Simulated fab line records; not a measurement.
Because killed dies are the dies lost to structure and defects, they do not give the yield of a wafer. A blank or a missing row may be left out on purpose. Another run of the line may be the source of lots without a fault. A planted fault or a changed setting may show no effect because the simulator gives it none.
Problem report, 8D (eight disciplines) form, completed by code + flow ritCmos + the parts of the form that need people (team, actions taken, sign-off) are left out

== 1. THE PROBLEM ==
GATE_POLY_THK at RIT_GATE_THK_MEAS_09 reads a mean of 168.7 nm on 3 wafers of 1 lot; wafers without a fault read 250.5 nm with a standard deviation of 2.1. That puts it -39 standard deviations away from the usual mean.
Earliest sighting: wafer L575.2 on filmMetro-03 at day 4 09:28. The record has a number at this step for 39 wafers belonging to 13 lots. Rule for "out" (also "out of limits"): further than 4 standard deviations from the usual mean. The rest of the wafers with a number are treated as sound.

== 2. WHAT IT IS; WHAT IT IS NOT ==
| question                    | is                     | is not                                                                                       |
|-----------------------------|------------------------|----------------------------------------------------------------------------------------------|
| which readings at this step | GATE_POLY_THK          | -                                                                                            |
| which lots                  | L575                   | L566, L567, L568, L569, L571, L572, L573, L578, L582, L587, L588, L589                       |
| which wafers of those lots  | all that have a number | -                                                                                            |
| read on which gauges        | filmMetro-03           | filmMetro-02, filmMetro-04                                                                   |
| when                        | from day 4 09:28       | up to then (21 sound wafers); but 15 sound wafers of L578, L582, L587, L588, L589 came after |

== 3. SUSPECTS, AND WHAT RULES EACH OUT ==
Counting: a tool at any process step up to the reading remains a suspect when it ran all the lots that are out and ran no sound lot after the first of those.
- the gauge at RIT_GATE_THK_MEAS_09: ruled out. All the wafers that are out were read on filmMetro-03, but those of them that RIT_GATE_ETCH_19 has rows for are out there too, on other tools.
- lpcvd-02 at RIT_GATE_CVD_08 (deposits poly-Si from SiH4, target thk 250 nm, time 2220 s): kept. It ran the lot that is out, L575 (day 4 07:50), and no sound lot after that; its last sound lot up to then is L573 (day 4 01:11).
Left after counting: lpcvd-02 at RIT_GATE_CVD_08.

== 4. THE CAUSE (what the simulator had put in) ==
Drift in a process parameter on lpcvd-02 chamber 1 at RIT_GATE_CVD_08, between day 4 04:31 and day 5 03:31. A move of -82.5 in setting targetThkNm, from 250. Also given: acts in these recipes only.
Counting left only this tool.

== 5. THE EFFECT CHAIN, in route order ==
One row per reading whose mean, taken over the struck wafers that have a number, lies over 3 standard deviations from the usual. Only readings whose record carries a usual standard deviation are examined. hours: median over the lots of the time between each lot's start at the first step of this table that gives one and its start at this step. sigmas: the change, counted in usual standard deviations.
| hours | step                 | reading       | usual      | on struck wafers | change | sigmas |
|-------|----------------------|---------------|------------|------------------|--------|--------|
| 0     | RIT_GATE_THK_MEAS_09 | GATE_POLY_THK | 250.5 nm   | 168.7            | -81.8  | -39    |
| 1     | RIT_GATE_ETCH_19     | oesProductAu  | 0.846 a.u. | 0.650            | -0.196 | -16    |
Process steps it contains:
- RIT_GATE_ETCH_19: etches poly-Si in SF6/CHF3/O2, stops on SiO2, time 165 s, target depth 312.5 nm.

== 6. HOW IT WOULD HAVE BEEN CAUGHT EARLIER ==
In this record the first reading out of limits at a measuring or inspecting step was taken at day 4 09:28, 5 hours after the fault began at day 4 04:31.
By day 4 09:28 the whole set of lots that are out, 1 in number, had already begun RIT_GATE_CVD_08 on lpcvd-02. Holding the tool at that point would not have protected any of them.
